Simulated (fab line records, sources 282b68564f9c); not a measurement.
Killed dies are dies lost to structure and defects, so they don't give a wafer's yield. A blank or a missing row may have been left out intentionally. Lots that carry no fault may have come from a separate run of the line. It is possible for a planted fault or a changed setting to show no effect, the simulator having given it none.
fab line records + flow ritCmos
[record]
- lots = 14
- wafers = 42
- lastDay = 7
route steps=202 shown SPACER@128 SILICIDE@165 CONTACT@180 M1@202
lots untouched by any fault: they come from a run of this same line in which no faults occurred
startH: hours from the record's opening day to when the first of the lot's shown wafers began + waitH: hours from the lot's prior step to this one + " the same as in the row above + L1.1+2: a row that stands for several wafers + - no value, or no start was given + * or withheld: withheld + < > ~ a bound
route shown NAME@n: a module of which the file shows steps, and the number in the route of the first + usual: mean and standard deviation over wafers with no fault + same: alike in all rows + chamber/n: place in a boat + sites: per-site readings + _std_site: the standard deviation of these + _edge_site: the outer-site mean with the inner-site mean subtracted + radiusMm: how far each site lies from the wafer's centre + mask NAME#n: copy n + behind: the tool/chamber that last shaped the wafer + hold: why the lot was held/for how many hours/how that ended + device: transistor that didn't switch, given as n, p or np + end of line: the tests these same wafers got at the end of their route + a step with no rows: only its recipe + killed: count of dies lost to structure and defects at first sort (not the wafer's yield) + map: a wafer's dies, marking killed ones x, the rest . and places with no die _
set.NAME: the setting as run; set.NAME@STEP: as run at that earlier step + model.NAME: the simulator's own value behind a step, which no gauge read
one table for each step of the route and one row for each wafer, over a sample of lots
services: from which hour (startH, from the record's first day; less than 0 if before it) a tool's chamber was out of use, for how many hours, and why
[[steps]]
[step RIT_SPACER_CVD_03]
[recipe]
- material = Si3N4
- targetThkNm = 250
- tempC = 810
- precursor = SiH2Cl2/NH3
- timeS = 3300
- pressureMtorr = 300
- sih2cl2FlowSccm = 60
- nh3FlowSccm = 150
[usual]
- nh3FlowSccm = 150.0/0.47
- pressureMtorr = 300.2/0.6
- sih2cl2FlowSccm = 59.99/0.15
- spikeTcCentreC = 812.5/1.5
- spikeTcLoadC = 834.6/1.6
- zonePowerCentrePct = 37.8/2.6
| lot.wafer | tool     | chamber | startH | waitH | nh3FlowSccm | pressureMtorr | sih2cl2FlowSccm | spikeTcCentreC | spikeTcLoadC | zonePowerCentrePct |
|-----------|----------|---------|--------|-------|-------------|---------------|-----------------|----------------|--------------|--------------------|
| L945.4    | lpcvd-02 | 0       | 43.91  | 0.0   | 149.8       | 300.2         | 60.22           | 812.9          | 835.5        | 40.2               |
| L945.5    | "        | 0       | "      | "     | 150.0       | 300.5         | 60.10           | 813.6          | 833.9        | 40.5               |
| L945.6    | "        | 0       | "      | "     | 149.4       | 300.7         | 60.26           | 813.2          | 835.3        | 40.8               |
| L946.2    | lpcvd-01 | 0       | 50.35  | 0.0   | 149.6       | 299.3         | 59.98           | 814.1          | 834.8        | 35.6               |
| L946.5    | "        | 0       | "      | "     | 149.7       | 299.8         | 59.95           | 813.7          | 835.4        | 35.8               |
| L946.6    | "        | 0       | "      | "     | 149.4       | 299.6         | 60.16           | 812.4          | 833.8        | 35.5               |
| L947.2    | lpcvd-01 | 1       | 54.31  | 0.0   | 150.6       | 299.5         | 60.14           | 812.8          | 836.6        | 40.3               |
| L947.4    | "        | 1       | "      | "     | 150.2       | 300.5         | 60.16           | 811.5          | 837.1        | 40.5               |
| L947.5    | "        | 1       | "      | "     | 149.8       | 300.0         | 59.90           | 810.3          | 835.1        | 41.0               |
| L948.1    | lpcvd-02 | 0       | 58.53  | 0.0   | 150.1       | 300.3         | 60.24           | 812.9          | 833.1        | 39.4               |
| L948.5    | "        | 0       | "      | "     | 150.2       | 299.6         | 59.86           | 814.3          | 833.7        | 40.3               |
| L948.6    | "        | 0       | "      | "     | 149.5       | 299.8         | 59.76           | 812.3          | 835.3        | 40.4               |
| L949.1    | lpcvd-01 | 1       | 65.34  | 0.0   | 149.8       | 300.3         | 59.97           | 812.3          | 837.1        | 40.1               |
| L949.4    | "        | 1       | "      | "     | 149.0       | 300.4         | 60.00           | 812.2          | 837.6        | 40.2               |
| L949.6    | "        | 1       | "      | "     | 149.9       | 299.5         | 59.96           | 813.2          | 836.4        | 40.8               |
| L950.1    | lpcvd-01 | 0       | 73.78  | 0.0   | 150.0       | 300.0         | 59.93           | 813.2          | 833.0        | 34.8               |
| L950.4    | "        | 0       | "      | "     | 150.0       | 300.0         | 60.27           | 813.9          | 832.2        | 35.0               |
| L950.6    | "        | 0       | "      | "     | 150.2       | 300.0         | 60.10           | 814.2          | 832.9        | 34.8               |
| L951.3    | lpcvd-02 | 1       | 77.43  | 0.0   | 149.4       | 300.2         | 60.10           | 811.1          | 834.1        | 36.0               |
| L951.5    | "        | 1       | "      | "     | 150.0       | 300.3         | 60.11           | 811.0          | 833.1        | 35.7               |
| L951.6    | "        | 1       | "      | "     | 149.9       | 299.6         | 60.12           | 811.7          | 834.2        | 35.4               |
| L954.1    | lpcvd-01 | 1       | 90.22  | 0.0   | 149.9       | 300.1         | 59.70           | 812.5          | 836.6        | 39.7               |
| L954.2    | "        | 1       | "      | "     | 149.5       | 299.2         | 59.98           | 812.1          | 835.1        | 40.1               |
| L954.6    | "        | 1       | "      | "     | 150.6       | 299.3         | 59.90           | 811.0          | 835.7        | 41.0               |
| L955.2    | lpcvd-01 | 1       | 99.66  | 0.8   | 150.3       | 299.6         | 59.91           | 812.1          | 836.4        | 39.8               |
| L955.4    | "        | 1       | "      | "     | 150.3       | 299.6         | 60.05           | 811.2          | 836.5        | 40.8               |
| L955.6    | "        | 1       | "      | "     | 150.5       | 301.0         | 59.83           | 812.6          | 836.0        | 39.9               |
| L956.1    | lpcvd-01 | 0       | 104.72 | 0.0   | 150.5       | 301.3         | 59.92           | 812.8          | 832.3        | 35.2               |
| L956.4    | "        | 0       | "      | "     | 150.2       | 300.7         | 59.76           | 813.3          | 833.7        | 35.5               |
| L956.6    | "        | 0       | "      | "     | 150.1       | 301.4         | 59.97           | 813.2          | 834.9        | 34.8               |
| L958.2    | lpcvd-02 | 0       | 110.68 | 1.2   | 150.5       | 300.7         | 59.94           | 810.7          | 834.8        | 41.2               |
| L958.4    | "        | 0       | "      | "     | 150.5       | 300.7         | 59.80           | 811.4          | 833.2        | 40.6               |
| L958.5    | "        | 0       | "      | "     | 150.1       | 299.8         | 59.97           | 813.3          | 832.9        | 40.6               |
| L964.1    | lpcvd-02 | 1       | 141.59 | 0.0   | 149.4       | 151.7         | 59.89           | 811.3          | 834.5        | 35.3               |
| L964.2    | "        | 1       | "      | "     | 148.8       | 151.0         | 59.91           | 810.4          | 834.7        | 35.3               |
| L964.3    | "        | 1       | "      | "     | 148.9       | 150.6         | 59.72           | 809.6          | 835.1        | 35.5               |
| L966.2    | lpcvd-02 | 1       | 151.86 | 0.0   | 150.1       | 149.4         | 60.00           | 810.4          | 833.2        | 35.8               |
| L966.3    | "        | 1       | "      | "     | 150.5       | 150.7         | 60.09           | 812.3          | 834.0        | 35.2               |
| L966.6    | "        | 1       | "      | "     | 150.2       | 150.0         | 60.20           | 809.8          | 832.6        | 35.3               |
| L967.1    | lpcvd-01 | 1       | 158.40 | 0.0   | 149.1       | 300.0         | 59.86           | 810.3          | 835.7        | 40.4               |
| L967.2    | "        | 1       | "      | "     | 150.3       | 300.8         | 59.69           | 813.7          | 837.5        | 39.7               |
| L967.5    | "        | 1       | "      | "     | 150.5       | 300.6         | 60.11           | 811.3          | 836.5        | 40.7               |
[step RIT_SPACER_THK_MEAS_04]
[recipe]
- reads = Si3N4_of_SPACER_CVD_03
[usual]
- SPACER_NITRIDE_THK = 249.9/2.2
| lot.wafer | tool         | chamber | startH | waitH | SPACER_NITRIDE_THK[nm] |
|-----------|--------------|---------|--------|-------|------------------------|
| L945.4    | filmMetro-03 | -       | 45.86  | 0.0   | 247.5                  |
| L945.5    | "            | -       | "      | "     | 248.1                  |
| L945.6    | "            | -       | "      | "     | 249.3                  |
| L946.2    | filmMetro-01 | -       | 52.27  | 0.0   | 250.3                  |
| L946.5    | "            | -       | "      | "     | 248.9                  |
| L946.6    | "            | -       | "      | "     | 248.3                  |
| L947.2    | filmMetro-03 | -       | 56.24  | 0.0   | 249.4                  |
| L947.4    | "            | -       | "      | "     | 252.8                  |
| L947.5    | "            | -       | "      | "     | 249.9                  |
| L948.1    | filmMetro-04 | -       | 60.45  | 0.0   | 248.7                  |
| L948.5    | "            | -       | "      | "     | 249.0                  |
| L948.6    | "            | -       | "      | "     | 249.7                  |
| L949.1    | filmMetro-01 | -       | 67.25  | 0.0   | 253.9                  |
| L949.4    | "            | -       | "      | "     | 254.8                  |
| L949.6    | "            | -       | "      | "     | 251.6                  |
| L950.1    | filmMetro-03 | -       | 75.69  | 0.0   | 250.0                  |
| L950.4    | "            | -       | "      | "     | 249.6                  |
| L950.6    | "            | -       | "      | "     | 247.7                  |
| L951.3    | filmMetro-04 | -       | 79.36  | 0.0   | 249.8                  |
| L951.5    | "            | -       | "      | "     | 247.9                  |
| L951.6    | "            | -       | "      | "     | 247.7                  |
| L954.1    | filmMetro-04 | -       | 92.13  | 0.0   | 250.5                  |
| L954.2    | "            | -       | "      | "     | 249.7                  |
| L954.6    | "            | -       | "      | "     | 252.1                  |
| L955.2    | filmMetro-01 | -       | 102.55 | 0.0   | 251.8                  |
| L955.4    | "            | -       | "      | "     | 252.1                  |
| L955.6    | "            | -       | "      | "     | 252.6                  |
| L956.1    | filmMetro-01 | -       | 106.63 | 0.0   | 249.3                  |
| L956.4    | "            | -       | "      | "     | 248.0                  |
| L956.6    | "            | -       | "      | "     | 249.4                  |
| L958.2    | filmMetro-04 | -       | 112.61 | 0.0   | 249.7                  |
| L958.4    | "            | -       | "      | "     | 248.2                  |
| L958.5    | "            | -       | "      | "     | 249.1                  |
| L964.1    | filmMetro-01 | -       | 143.51 | 0.0   | 205.1                  |
| L964.2    | "            | -       | "      | "     | 204.1                  |
| L964.3    | "            | -       | "      | "     | 204.9                  |
| L966.2    | filmMetro-04 | -       | 153.79 | 0.0   | 206.1                  |
| L966.3    | "            | -       | "      | "     | 205.2                  |
| L966.6    | "            | -       | "      | "     | 203.4                  |
| L967.1    | filmMetro-04 | -       | 160.32 | 0.0   | 251.9                  |
| L967.2    | "            | -       | "      | "     | 252.4                  |
| L967.5    | "            | -       | "      | "     | 250.9                  |
[step RIT_SPACER_ETCHBACK_05]
[recipe]
- targetDepthA = 2500
- SF6_flow_sccm = 30
- CHF3_flow_sccm = 30
- target = Si3N4
- chemistry = SF6/CHF3
- pressureMtorr = 40
- rfW = 250
- timeS = 240
- stopOn = SiO2
[usual]
- drypumpMotorCurrentA = 5.7/0.42
- oesProductAu = 0.840/0.013
- throttleValvePct = 10.31/0.18
| lot.wafer | tool       | chamber | startH | waitH | drypumpMotorCurrentA | oesProductAu | rfHoursCounterH | throttleValvePct |
|-----------|------------|---------|--------|-------|----------------------|--------------|-----------------|------------------|
| L945.4    | rieDiel-01 | 1       | 45.89  | 0.0   | 6.3                  | 0.829        | 47              | 10.36            |
| L945.5    | "          | 2       | "      | "     | 5.5                  | 0.841        | -               | 10.53            |
| L945.6    | "          | 1       | "      | "     | 6.3                  | 0.840        | -               | 10.36            |
| L946.2    | rieDiel-04 | 0       | 52.32  | 0.0   | 5.9                  | 0.836        | 116             | 10.45            |
| L946.5    | "          | 1       | "      | "     | 6.6                  | 0.839        | -               | 10.30            |
| L946.6    | "          | 2       | "      | "     | 5.4                  | 0.819        | -               | 10.09            |
| L947.2    | rieDiel-01 | 0       | 56.29  | 0.0   | 5.3                  | 0.845        | 3               | 10.24            |
| L947.4    | "          | 3       | "      | "     | 5.4                  | 0.865        | 131             | 10.04            |
| L947.5    | "          | 2       | "      | "     | 5.5                  | 0.833        | -               | 10.54            |
| L948.1    | rieDiel-03 | 0       | 60.51  | 0.1   | 5.3                  | 0.842        | 43              | 10.62            |
| L948.5    | "          | 2       | "      | "     | 6.1                  | 0.823        | -               | 10.11            |
| L948.6    | "          | 3       | "      | "     | 5.4                  | 0.833        | -               | 10.50            |
| L949.1    | rieDiel-03 | 1       | 67.31  | 0.1   | 5.5                  | 0.869        | 159             | 10.28            |
| L949.4    | "          | 2       | "      | "     | 6.1                  | 0.834        | 129             | 10.13            |
| L949.6    | "          | 3       | "      | "     | 5.5                  | 0.831        | -               | 10.51            |
| L950.1    | rieDiel-03 | 3       | 75.75  | 0.1   | 5.5                  | 0.822        | 2               | 10.51            |
| L950.4    | "          | 2       | "      | "     | 6.1                  | 0.813        | 129             | 10.10            |
| L950.6    | "          | 2       | "      | "     | 6.1                  | 0.816        | -               | 10.11            |
| L951.3    | rieDiel-03 | 1       | 79.40  | 0.0   | 5.6                  | 0.860        | 159             | 10.25            |
| L951.5    | "          | 3       | "      | "     | 5.5                  | 0.822        | -               | 10.49            |
| L951.6    | "          | 0       | "      | "     | 5.3                  | 0.848        | -               | 10.61            |
| L954.1    | rieDiel-01 | 3       | 92.19  | 0.1   | 5.4                  | 0.865        | 132             | 10.05            |
| L954.2    | "          | 2       | "      | "     | 5.5                  | 0.835        | 23              | 10.51            |
| L954.6    | "          | 1       | "      | "     | 6.2                  | 0.842        | -               | 10.35            |
| L955.2    | rieDiel-04 | 3       | 102.60 | 0.0   | 6.1                  | 0.853        | 28              | 10.15            |
| L955.4    | "          | 0       | "      | "     | 5.9                  | 0.847        | 117             | 10.47            |
| L955.6    | "          | 2       | "      | "     | 5.5                  | 0.862        | -               | 10.10            |
| L956.1    | rieDiel-01 | 3       | 106.69 | 0.1   | 5.4                  | 0.858        | 132             | 10.04            |
| L956.4    | "          | 2       | "      | "     | 5.5                  | 0.829        | 23              | 10.53            |
| L956.6    | "          | 2       | "      | "     | 5.5                  | 0.830        | -               | 10.53            |
| L958.2    | rieDiel-04 | 1       | 112.66 | 0.0   | 6.6                  | 0.832        | 7               | 10.30            |
| L958.4    | "          | 3       | "      | "     | 6.1                  | 0.839        | 28              | 10.15            |
| L958.5    | "          | 1       | "      | "     | 6.6                  | 0.845        | -               | 10.29            |
| L964.1    | rieDiel-03 | 3       | 143.57 | 0.1   | 5.4                  | 0.726        | 3               | 10.48            |
| L964.2    | "          | 0       | "      | "     | 5.3                  | 0.732        | 45              | 10.56            |
| L964.3    | "          | 2       | "      | "     | 6.1                  | 0.718        | 130             | 10.08            |
| L966.2    | rieDiel-01 | 3       | 153.84 | 0.0   | 5.4                  | 0.757        | 133             | 10.01            |
| L966.3    | "          | 1       | "      | "     | 6.3                  | 0.724        | 49              | 10.31            |
| L966.6    | "          | 2       | "      | "     | 5.5                  | 0.725        | -               | 10.49            |
| L967.1    | rieDiel-04 | 1       | 160.38 | 0.1   | 6.7                  | 0.849        | 8               | 10.32            |
| L967.2    | "          | 0       | "      | "     | 5.8                  | 0.851        | 119             | 10.46            |
| L967.5    | "          | 0       | "      | "     | 5.8                  | 0.844        | -               | 10.48            |
[step RIT_SILICIDE_RTA_04]
[recipe]
- tempC = 650
- timeS = 10
- idleTempC = 25
- rampUpS = 5
- rampDownS = 5
- coolToC = 25
- ambient = N2
[usual]
- wafer_temp_C_max = 652.3/0.63
| lot.wafer | tool         | chamber | startH | waitH | wafer_temp_C_max |
|-----------|--------------|---------|--------|-------|------------------|
| L945.4    | rtpAnneal-02 | 0       | 50.52  | 0.1   | 652.9            |
| L945.5    | "            | 0       | "      | "     | 652.2            |
| L945.6    | "            | 0       | "      | "     | 652.1            |
| L946.2    | rtpAnneal-01 | 0       | 56.70  | 0.1   | 652.3            |
| L946.5    | "            | 0       | "      | "     | 652.7            |
| L946.6    | "            | 0       | "      | "     | 652.6            |
| L947.2    | rtpAnneal-02 | 0       | 60.82  | 0.1   | 651.9            |
| L947.4    | "            | 0       | "      | "     | 651.6            |
| L947.5    | "            | 0       | "      | "     | 652.1            |
| L948.1    | rtpAnneal-01 | 0       | 64.90  | 0.1   | 651.9            |
| L948.5    | "            | 0       | "      | "     | 652.0            |
| L948.6    | "            | 0       | "      | "     | 652.5            |
| L949.1    | rtpAnneal-02 | 0       | 71.65  | 0.1   | 652.0            |
| L949.4    | "            | 0       | "      | "     | 652.2            |
| L949.6    | "            | 0       | "      | "     | 651.8            |
| L950.1    | rtpAnneal-01 | 0       | 80.18  | 0.1   | 652.0            |
| L950.4    | "            | 0       | "      | "     | 653.1            |
| L950.6    | "            | 0       | "      | "     | 653.5            |
| L951.3    | rtpAnneal-02 | 0       | 83.84  | 0.1   | 651.9            |
| L951.5    | "            | 0       | "      | "     | 652.2            |
| L951.6    | "            | 0       | "      | "     | 651.7            |
| L954.1    | rtpAnneal-01 | 0       | 96.85  | 0.1   | 652.3            |
| L954.2    | "            | 0       | "      | "     | 652.7            |
| L954.6    | "            | 0       | "      | "     | 652.4            |
| L955.2    | rtpAnneal-02 | 0       | 107.30 | 0.1   | 652.3            |
| L955.4    | "            | 0       | "      | "     | 652.0            |
| L955.6    | "            | 0       | "      | "     | 651.7            |
| L956.1    | rtpAnneal-01 | 0       | 111.09 | 0.1   | 653.7            |
| L956.4    | "            | 0       | "      | "     | 652.9            |
| L956.6    | "            | 0       | "      | "     | 653.4            |
| L958.2    | rtpAnneal-01 | 0       | 117.15 | 0.1   | 653.7            |
| L958.4    | "            | 0       | "      | "     | 652.3            |
| L958.5    | "            | 0       | "      | "     | 652.5            |
| L964.1    | rtpAnneal-01 | 0       | 148.11 | 0.1   | 652.4            |
| L964.2    | "            | 0       | "      | "     | 652.8            |
| L964.3    | "            | 0       | "      | "     | 651.8            |
| L966.2    | rtpAnneal-01 | 0       | 158.45 | 0.1   | 651.7            |
| L966.3    | "            | 0       | "      | "     | 653.6            |
| L966.6    | "            | 0       | "      | "     | 652.2            |
| L967.1    | rtpAnneal-02 | 0       | 164.94 | 0.1   | 651.4            |
| L967.2    | "            | 0       | "      | "     | 651.2            |
| L967.5    | "            | 0       | "      | "     | 652.4            |
[step RIT_SILICIDE_RTA_06]
[recipe]
- tempC = 750
- timeS = 10
- idleTempC = 25
- rampUpS = 5
- rampDownS = 10
- coolToC = 25
- ambient = N2
[usual]
- wafer_temp_C_max = 752.6/0.62
| lot.wafer | tool         | chamber | startH | waitH | wafer_temp_C_max |
|-----------|--------------|---------|--------|-------|------------------|
| L945.4    | rtpAnneal-01 | 0       | 50.66  | 0.1   | 752.7            |
| L945.5    | "            | 0       | "      | "     | 752.0            |
| L945.6    | "            | 0       | "      | "     | 752.9            |
| L946.2    | rtpAnneal-02 | 0       | 56.86  | 0.0   | 752.1            |
| L946.5    | "            | 0       | "      | "     | 752.2            |
| L946.6    | "            | 0       | "      | "     | 752.3            |
| L947.2    | rtpAnneal-01 | 0       | 60.92  | 0.0   | 752.3            |
| L947.4    | "            | 0       | "      | "     | 753.7            |
| L947.5    | "            | 0       | "      | "     | 752.8            |
| L948.1    | rtpAnneal-02 | 0       | 65.02  | 0.0   | 752.3            |
| L948.5    | "            | 0       | "      | "     | 751.9            |
| L948.6    | "            | 0       | "      | "     | 752.1            |
| L949.1    | rtpAnneal-01 | 0       | 71.77  | 0.0   | 752.7            |
| L949.4    | "            | 0       | "      | "     | 752.5            |
| L949.6    | "            | 0       | "      | "     | 752.2            |
| L950.1    | rtpAnneal-02 | 0       | 80.29  | 0.0   | 752.7            |
| L950.4    | "            | 0       | "      | "     | 753.9            |
| L950.6    | "            | 0       | "      | "     | 752.0            |
| L951.3    | rtpAnneal-01 | 0       | 84.00  | 0.0   | 752.9            |
| L951.5    | "            | 0       | "      | "     | 753.0            |
| L951.6    | "            | 0       | "      | "     | 752.6            |
| L954.1    | rtpAnneal-02 | 0       | 96.95  | 0.0   | 752.5            |
| L954.2    | "            | 0       | "      | "     | 752.5            |
| L954.6    | "            | 0       | "      | "     | 752.0            |
| L955.2    | rtpAnneal-01 | 0       | 107.41 | 0.0   | 753.0            |
| L955.4    | "            | 0       | "      | "     | 753.6            |
| L955.6    | "            | 0       | "      | "     | 753.3            |
| L956.1    | rtpAnneal-02 | 0       | 111.20 | 0.0   | 752.6            |
| L956.4    | "            | 0       | "      | "     | 752.5            |
| L956.6    | "            | 0       | "      | "     | 751.8            |
| L958.2    | rtpAnneal-02 | 0       | 117.26 | 0.0   | 751.8            |
| L958.4    | "            | 0       | "      | "     | 752.0            |
| L958.5    | "            | 0       | "      | "     | 751.5            |
| L964.1    | rtpAnneal-02 | 0       | 148.22 | 0.0   | 752.1            |
| L964.2    | "            | 0       | "      | "     | 752.3            |
| L964.3    | "            | 0       | "      | "     | 752.6            |
| L966.2    | rtpAnneal-02 | 0       | 158.56 | 0.0   | 752.0            |
| L966.3    | "            | 0       | "      | "     | 752.7            |
| L966.6    | "            | 0       | "      | "     | 752.4            |
| L967.1    | rtpAnneal-01 | 0       | 165.05 | 0.0   | 752.1            |
| L967.2    | "            | 0       | "      | "     | 753.0            |
| L967.5    | "            | 0       | "      | "     | 753.0            |
[step RIT_CONTACT_STRIP_12]
[recipe]
- chemistry = O2
- timeS = 180
- resist = NOVOLAK
- platenTempC = withheld
- powerW = 500
- pressureMtorr = 4000
- o2FlowSccm = 4000
[usual]
- drypumpMotorCurrentA = 5.9/0.48
| lot.wafer | tool           | chamber | startH | waitH | drypumpMotorCurrentA | rfHoursCounterH |
|-----------|----------------|---------|--------|-------|----------------------|-----------------|
| L945.4    | plasmaAsher-04 | 1       | 52.49  | 0.2   | 5.0                  | -               |
| L945.5    | "              | 1       | "      | "     | 5.0                  | -               |
| L945.6    | "              | 0       | "      | "     | 5.4                  | -               |
| L946.2    | plasmaAsher-02 | 1       | 58.52  | 0.1   | 5.8                  | 41              |
| L946.5    | "              | 0       | "      | "     | 6.6                  | -               |
| L946.6    | "              | 1       | "      | "     | 5.8                  | -               |
| L947.2    | plasmaAsher-04 | 0       | 62.57  | 0.1   | 5.4                  | 42              |
| L947.4    | "              | 1       | "      | "     | 5.1                  | -               |
| L947.5    | "              | 0       | "      | "     | 5.4                  | -               |
| L948.1    | plasmaAsher-01 | 1       | 66.71  | 0.1   | 6.2                  | 27              |
| L948.5    | "              | 1       | "      | "     | 6.2                  | -               |
| L948.6    | "              | 0       | "      | "     | 5.8                  | -               |
| L949.1    | plasmaAsher-01 | 1       | 73.60  | 0.1   | 6.3                  | 28              |
| L949.4    | "              | 0       | "      | "     | 5.8                  | -               |
| L949.6    | "              | 0       | "      | "     | 5.8                  | -               |
| L950.1    | plasmaAsher-02 | 1       | 82.18  | 0.1   | 5.7                  | 43              |
| L950.4    | "              | 0       | "      | "     | 6.6                  | -               |
| L950.6    | "              | 1       | "      | "     | 5.7                  | -               |
| L951.3    | plasmaAsher-01 | 0       | 85.73  | 0.2   | 5.8                  | -               |
| L951.5    | "              | 1       | "      | "     | 6.3                  | -               |
| L951.6    | "              | 0       | "      | "     | 5.8                  | -               |
| L954.1    | plasmaAsher-02 | 1       | 98.75  | 0.1   | 5.7                  | 45              |
| L954.2    | "              | 0       | "      | "     | 6.6                  | 45              |
| L954.6    | "              | 0       | "      | "     | 6.6                  | -               |
| L955.2    | plasmaAsher-02 | 1       | 109.18 | 0.1   | 5.7                  | 46              |
| L955.4    | "              | 0       | "      | "     | 6.6                  | -               |
| L955.6    | "              | 0       | "      | "     | 6.6                  | -               |
| L956.1    | plasmaAsher-02 | 1       | 113.00 | 0.1   | 5.7                  | 46              |
| L956.4    | "              | 1       | "      | "     | 5.7                  | -               |
| L956.6    | "              | 1       | "      | "     | 5.7                  | -               |
| L958.2    | plasmaAsher-01 | 1       | 118.92 | 0.1   | 6.2                  | 33              |
| L958.4    | "              | 0       | "      | "     | 5.8                  | -               |
| L958.5    | "              | 1       | "      | "     | 6.3                  | -               |
| L964.1    | plasmaAsher-01 | 1       | 149.99 | 0.1   | 6.3                  | 36              |
| L964.2    | "              | 0       | "      | "     | 5.9                  | 36              |
| L964.3    | "              | 0       | "      | "     | 5.9                  | -               |
| L966.2    | plasmaAsher-01 | 1       | 160.31 | 0.1   | 6.3                  | 37              |
| L966.3    | "              | 0       | "      | "     | 5.8                  | -               |
| L966.6    | "              | 1       | "      | "     | 6.3                  | -               |
| L967.1    | plasmaAsher-01 | 0       | 166.70 | 0.1   | 5.8                  | 38              |
| L967.2    | "              | 1       | "      | "     | 6.3                  | 38              |
| L967.5    | "              | 1       | "      | "     | 6.3                  | -               |
[step RIT_M1_PROBE_99]
[usual]
- killed_at_M0_to_M3 = 0.0/0.12
- killedAtContacts = 0.1/0.24
- killedAtFrontEnd = 7.1/3
- killedDies = 7.2/3
- killedOpen = 3.7/2
- killedShort = 3.5/2
[same]
- grossDies = 264
- killed_at_M4_up = 0
- killedAtBackSide = 0
- killedAtOther = 0
| lot.wafer | tool      | chamber | startH | waitH | killed_at_M0_to_M3 | killedAtContacts | killedAtFrontEnd | killedDies | killedOpen | killedShort |
|-----------|-----------|---------|--------|-------|--------------------|------------------|------------------|------------|------------|-------------|
| L951.3    | prober-01 | -       | 90.73  | 0.2   | 0                  | 0                | 11               | 11         | 7          | 4           |
| L951.5    | prober-01 | -       | 90.83  | 0.2   | 0                  | 0                | 3                | 3          | 2          | 1           |
| L951.6    | prober-01 | -       | 90.88  | 0.2   | 0                  | 1                | 9                | 10         | 9          | 1           |
// killed by level:class
L951.3 FOX1:geometricParticle:open=2 GATE:geometricParticle:open=2 SPACER:geometricParticle:open=2 SPACER:geometricParticle:short=2 GATE:geometricParticle:short=1 REOX:geometricParticle:open=1 SILICIDE:geometricParticle:short=1
L951.5 GATE:geometricParticle:open=1 SPACER:geometricParticle:open=1 SILICIDE:geometricParticle:short=1
L951.6 FOX1:geometricParticle:open=3 FOX2:geometricParticle:open=2 GATE:geometricParticle:open=2 GATE:geometricParticle:short=1 SPACER:geometricParticle:open=1 CONTACT:geometricParticle:open=1
[[services]]
| tool           | chamber | startH | hours | kind          |
|----------------|---------|--------|-------|---------------|
| rieDiel-04     | 2       | 22.64  | 19.4  | repair        |
| lpcvd-01       | -       | 25.05  | 6.1   | pm            |
| plasmaAsher-02 | -       | 34.92  | 0.8   | repair        |
| lpcvd-01       | -       | 56.69  | 6.0   | pm            |
| rieDiel-01     | -       | 64.93  | 14.6  | pm            |
| rieDiel-04     | 2       | 82.42  | -     | clean         |
| rieDiel-04     | 2       | 82.42  | 12.5  | scheduledDown |
| rieDiel-04     | 2       | 82.42  | 12.5  | ventCycle     |
| rieDiel-03     | 2       | 89.44  | 15.4  | repair        |
| rieDiel-03     | 1       | 104.86 | -     | clean         |
| rieDiel-03     | 1       | 104.86 | 14.5  | scheduledDown |
| rieDiel-03     | 1       | 104.86 | 14.5  | ventCycle     |
| plasmaAsher-04 | -       | 108.75 | 9.0   | pm            |
| plasmaAsher-04 | 0       | 108.75 | 9.0   | ventCycle     |
| plasmaAsher-04 | 1       | 108.75 | 9.0   | ventCycle     |
| lpcvd-02       | -       | 116.41 | 6.0   | pm            |
| plasmaAsher-04 | 0       | 117.75 | -     | clean         |
| plasmaAsher-04 | 1       | 117.75 | -     | clean         |
| plasmaAsher-04 | -       | 135.51 | 1.5   | repair        |
| rieDiel-04     | -       | 144.67 | 1.0   | repair        |
| rieDiel-03     | -       | 151.04 | 14.6  | pm            |
| rieDiel-01     | 2       | 165.78 | 1.7   | repair        |
[[key]]
[firstSign]
- step = RIT_SPACER_CVD_03
- reading = pressureMtorr
- direction = down
- sigmas = 99+
- usual = 300.2
- struck = 150.5
[effect]
- step = RIT_SPACER_THK_MEAS_04
- reading = SPACER_NITRIDE_THK
- direction = down
- sigmas = 21
- usual = 249.9
- struck = 204.8
[effect]
- step = RIT_SPACER_ETCHBACK_05
- reading = oesProductAu
- direction = down
- sigmas = 8.3
- usual = 0.840
- struck = 0.730
metAt RIT_SPACER_CVD_03
struckLots L964,L966
struckWafers L964.1,L964.2,L964.3,L966.2,L966.3,L966.6
testerLeftOut L964,L966
notActingAt RIT_SILICIDE_RTA_04,RIT_SILICIDE_RTA_06,RIT_CONTACT_STRIP_12
onsetBetween 77.43 141.59
[fault]
- kind = processParameterDrift
- tool = lpcvd-02
- chamber = 1
- onsetH = 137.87
- steps = RIT_SPACER_CVD_03
- channel = pressureMtorr
- offset = -150
- shape = step
- endH = 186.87
- actsIn = theseRecipesOnly
- stated = 300
// testerLeftOut: of these lots the tester's yield and bins aren't shown, on N5 and GAA mostly nor the transistor test; their killed dies are dies lost to structure and defects alone, not to doping, threshold or leakage, so they don't give the yield
